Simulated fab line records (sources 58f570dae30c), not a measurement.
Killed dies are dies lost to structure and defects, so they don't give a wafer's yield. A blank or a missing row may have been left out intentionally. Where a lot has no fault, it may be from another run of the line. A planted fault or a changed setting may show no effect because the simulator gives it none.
fab line records / flow berkeleyCmos170
[record] lots = 15 wafers = 45 lastDay = 11
route steps=331 shown PVT@118
lots that met no fault: taken from a fault-free run of the same line
startH: hours from the record's opening day to when the first of the lot's shown wafers began / waitH: hours elapsed since this lot's preceding step / " identical to the entry in the row above / L1.1+2: a single row standing in for several wafers / - either no value or no given start / * or withheld: withheld / < > ~ a bound
route shown NAME@n: NAME is a module with steps in the file, n the number in the route of the first one / usual: the fault-free wafers' mean and standard deviation / same: alike in all rows / chamber/n: place in a boat / sites: the reading at each site / _std_site: how widely they spread, as a standard deviation / _edge_site: outer sites' mean less inner sites' / radiusMm: for every site, how far away it sits from the centre of the wafer / mask NAME#n: copy n / behind: the most recent tool/chamber to have shaped the wafer / hold: the reason the lot was held/the length of the hold in hours/how it ended / device: the transistor (n, p or np) that didn't switch / end of line: at the end of the route, the tests of the same wafers / a step with no rows: only its recipe / killed: not the wafer's yield, but the dies lost to structure and defects at the first sort / map: the dies of a wafer, with x for killed, . for not killed, _ for no die there
set.NAME: setting as actually run; set.NAME@STEP: the setting as run at that earlier step / model.NAME: the simulator's own value behind a step, which no gauge read
a sample of lots followed through the steps of the route, with each step as a table and each wafer as a row
services: the hour from which a tool's chamber was out of use, counted from the record's first day as startH (under 0 if before that day), plus the number of hours and why
[[steps]]
[step UCB170_PVT_EXPOSE_03]
[recipe] maskId = NWELL targetCdNm = 3000 na = 0.5 sigmaOuter = 0.6 sourceShape = conventional doseMj = 30
[usual] exposureDoseMJCm2 = 29.996/0.03 focusOffsetNm = 0.0/0.49
lot.wafer=L770.2 tool=krfScanner-02 chamber=0 startH=119.17 waitH=0.2 mask=NWELL#0 exposureDoseMJCm2=30.039 focusOffsetNm=1.1
lot.wafer=L770.4 tool=krfScanner-02 chamber=0 startH=119.17 waitH=0.2 mask=NWELL#0 exposureDoseMJCm2=30.001 focusOffsetNm=0.5
lot.wafer=L770.6 tool=krfScanner-02 chamber=0 startH=119.17 waitH=0.2 mask=NWELL#0 exposureDoseMJCm2=30.029 focusOffsetNm=1.0
lot.wafer=L771.3 tool=krfScanner-01 chamber=0 startH=119.43 waitH=0.3 mask=NWELL#0 exposureDoseMJCm2=29.959 focusOffsetNm=-0.2
lot.wafer=L771.4 tool=krfScanner-01 chamber=0 startH=119.43 waitH=0.3 mask=NWELL#0 exposureDoseMJCm2=29.990 focusOffsetNm=0.0
lot.wafer=L771.5 tool=krfScanner-01 chamber=0 startH=119.43 waitH=0.3 mask=NWELL#0 exposureDoseMJCm2=29.982 focusOffsetNm=0.0
lot.wafer=L776.1 tool=krfScanner-02 chamber=0 startH=139.63 waitH=0.4 mask=NWELL#0 exposureDoseMJCm2=29.947 focusOffsetNm=-0.7
lot.wafer=L776.4 tool=krfScanner-02 chamber=0 startH=139.63 waitH=0.4 mask=NWELL#0 exposureDoseMJCm2=29.966 focusOffsetNm=0.3
lot.wafer=L776.5 tool=krfScanner-02 chamber=0 startH=139.63 waitH=0.4 mask=NWELL#0 exposureDoseMJCm2=29.965 focusOffsetNm=-0.7
lot.wafer=L773.1 tool=krfScanner-02 chamber=0 startH=139.79 waitH=0.1 mask=NWELL#0 exposureDoseMJCm2=30.056 focusOffsetNm=0.2
lot.wafer=L773.2 tool=krfScanner-02 chamber=0 startH=139.79 waitH=0.1 mask=NWELL#0 exposureDoseMJCm2=30.078 focusOffsetNm=0.1
lot.wafer=L773.3 tool=krfScanner-02 chamber=0 startH=139.79 waitH=0.1 mask=NWELL#0 exposureDoseMJCm2=30.012 focusOffsetNm=-0.1
lot.wafer=L772.2 tool=krfScanner-01 chamber=0 startH=140.10 waitH=0.2 mask=NWELL#0 exposureDoseMJCm2=30.029 focusOffsetNm=-0.8
lot.wafer=L772.3 tool=krfScanner-01 chamber=0 startH=140.10 waitH=0.2 mask=NWELL#0 exposureDoseMJCm2=29.993 focusOffsetNm=-1.6
lot.wafer=L772.6 tool=krfScanner-01 chamber=0 startH=140.10 waitH=0.2 mask=NWELL#0 exposureDoseMJCm2=30.030 focusOffsetNm=-0.7
lot.wafer=L774.4 tool=krfScanner-01 chamber=0 startH=140.62 waitH=0.4 mask=NWELL#0 exposureDoseMJCm2=29.986 focusOffsetNm=0.7
lot.wafer=L774.5 tool=krfScanner-01 chamber=0 startH=140.62 waitH=0.4 mask=NWELL#0 exposureDoseMJCm2=30.007 focusOffsetNm=0.7
lot.wafer=L774.6 tool=krfScanner-01 chamber=0 startH=140.62 waitH=0.4 mask=NWELL#0 exposureDoseMJCm2=29.994 focusOffsetNm=0.1
lot.wafer=L778.3 tool=krfScanner-01 chamber=0 startH=152.19 waitH=0.2 mask=NWELL#0 exposureDoseMJCm2=30.011 focusOffsetNm=-1.0
lot.wafer=L778.4 tool=krfScanner-01 chamber=0 startH=152.19 waitH=0.2 mask=NWELL#0 exposureDoseMJCm2=29.992 focusOffsetNm=-0.9
lot.wafer=L778.5 tool=krfScanner-01 chamber=0 startH=152.19 waitH=0.2 mask=NWELL#0 exposureDoseMJCm2=29.998 focusOffsetNm=-0.3
lot.wafer=L780.3 tool=krfScanner-02 chamber=0 startH=159.22 waitH=0.1 mask=NWELL#0 exposureDoseMJCm2=29.983 focusOffsetNm=0.3
lot.wafer=L780.4 tool=krfScanner-02 chamber=0 startH=159.22 waitH=0.1 mask=NWELL#0 exposureDoseMJCm2=30.010 focusOffsetNm=0.1
lot.wafer=L780.5 tool=krfScanner-02 chamber=0 startH=159.22 waitH=0.1 mask=NWELL#0 exposureDoseMJCm2=29.949 focusOffsetNm=0.3
lot.wafer=L781.2 tool=krfScanner-01 chamber=0 startH=159.77 waitH=- mask=NWELL#0 exposureDoseMJCm2=30.007 focusOffsetNm=-0.7
lot.wafer=L781.3 tool=krfScanner-01 chamber=0 startH=159.77 waitH=- mask=NWELL#0 exposureDoseMJCm2=29.994 focusOffsetNm=0.1
lot.wafer=L781.5 tool=krfScanner-01 chamber=0 startH=159.77 waitH=- mask=NWELL#0 exposureDoseMJCm2=30.002 focusOffsetNm=-0.3
lot.wafer=L782.3 tool=krfScanner-01 chamber=- startH=171.46 waitH=0.4 mask=NWELL#0 exposureDoseMJCm2=- focusOffsetNm=-
lot.wafer=L782.5 tool=krfScanner-01 chamber=- startH=171.46 waitH=0.4 mask=NWELL#0 exposureDoseMJCm2=- focusOffsetNm=-
lot.wafer=L782.6 tool=krfScanner-01 chamber=- startH=171.46 waitH=0.4 mask=NWELL#0 exposureDoseMJCm2=- focusOffsetNm=-
lot.wafer=L785.2 tool=krfScanner-01 chamber=- startH=184.12 waitH=- mask=NWELL#0 exposureDoseMJCm2=- focusOffsetNm=-
lot.wafer=L785.3 tool=krfScanner-01 chamber=- startH=184.12 waitH=- mask=NWELL#0 exposureDoseMJCm2=- focusOffsetNm=-
lot.wafer=L785.5 tool=krfScanner-01 chamber=- startH=184.12 waitH=- mask=NWELL#0 exposureDoseMJCm2=- focusOffsetNm=-
lot.wafer=L786.1 tool=krfScanner-02 chamber=- startH=184.42 waitH=- mask=NWELL#0 exposureDoseMJCm2=- focusOffsetNm=-
lot.wafer=L786.2 tool=krfScanner-02 chamber=- startH=184.42 waitH=- mask=NWELL#0 exposureDoseMJCm2=- focusOffsetNm=-
lot.wafer=L786.4 tool=krfScanner-02 chamber=- startH=184.42 waitH=- mask=NWELL#0 exposureDoseMJCm2=- focusOffsetNm=-
lot.wafer=L788.4 tool=krfScanner-02 chamber=0 startH=194.33 waitH=0.1 mask=NWELL#0 exposureDoseMJCm2=30.022 focusOffsetNm=-0.3
lot.wafer=L788.5 tool=krfScanner-02 chamber=0 startH=194.33 waitH=0.1 mask=NWELL#0 exposureDoseMJCm2=29.986 focusOffsetNm=-0.3
lot.wafer=L788.6 tool=krfScanner-02 chamber=0 startH=194.33 waitH=0.1 mask=NWELL#0 exposureDoseMJCm2=29.987 focusOffsetNm=-0.4
lot.wafer=L790.3 tool=krfScanner-01 chamber=0 startH=215.26 waitH=0.2 mask=NWELL#0 exposureDoseMJCm2=29.960 focusOffsetNm=0.4
lot.wafer=L790.4 tool=krfScanner-01 chamber=0 startH=215.26 waitH=0.2 mask=NWELL#0 exposureDoseMJCm2=29.962 focusOffsetNm=0.8
lot.wafer=L790.5 tool=krfScanner-01 chamber=0 startH=215.26 waitH=0.2 mask=NWELL#0 exposureDoseMJCm2=29.972 focusOffsetNm=0.1
lot.wafer=L791.2 tool=krfScanner-01 chamber=0 startH=215.39 waitH=0.1 mask=NWELL#0 exposureDoseMJCm2=29.996 focusOffsetNm=0.1
lot.wafer=L791.4 tool=krfScanner-01 chamber=0 startH=215.39 waitH=0.1 mask=NWELL#0 exposureDoseMJCm2=30.005 focusOffsetNm=0.5
lot.wafer=L791.5 tool=krfScanner-01 chamber=0 startH=215.39 waitH=0.1 mask=NWELL#0 exposureDoseMJCm2=29.983 focusOffsetNm=-0.2
[[services]]
tool=krfScanner-02 chamber=- startH=114.45 hours=4.4 kind=pm
tool=krfScanner-01 chamber=- startH=129.60 hours=1.6 kind=repair
tool=krfScanner-02 chamber=- startH=141.81 hours=0.8 kind=pm
tool=krfScanner-02 chamber=- startH=169.03 hours=3.6 kind=pm
tool=krfScanner-02 chamber=- startH=173.44 hours=0.6 kind=repair
tool=krfScanner-01 chamber=- startH=177.07 hours=1.0 kind=pm
tool=krfScanner-02 chamber=- startH=194.81 hours=1.3 kind=pm
[[key]]
[firstSign] step = UCB170_PVT_EXPOSE_03 reading = toolRecord direction = missing
effect none on later readings
metAt UCB170_PVT_EXPOSE_03
struckLots L782,L785,L786
sortLeftOut L782.3,L782.5,L782.6,L785.2,L785.3,L785.5,L786.1,L786.2,L786.4
testerLeftOut L782,L785,L786
onsetBetween 159.77 171.46
[fault] kind = skippedStepWhole tool = krfScanner-01,krfScanner-02 chamber = - onsetH = 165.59 steps = UCB170_PVT_EXPOSE_03 scope = struckLotsOnly
// testerLeftOut: of these lots the tester's yield and bins aren't shown, on N5 and GAA mostly nor the transistor test; their killed dies are dies lost to structure and defects alone, not to doping, threshold or leakage, so they don't give the yield
// sortLeftOut: the simulated sort isn't trusted on such a fault, so these wafers' sort isn't shown, and their yield isn't known
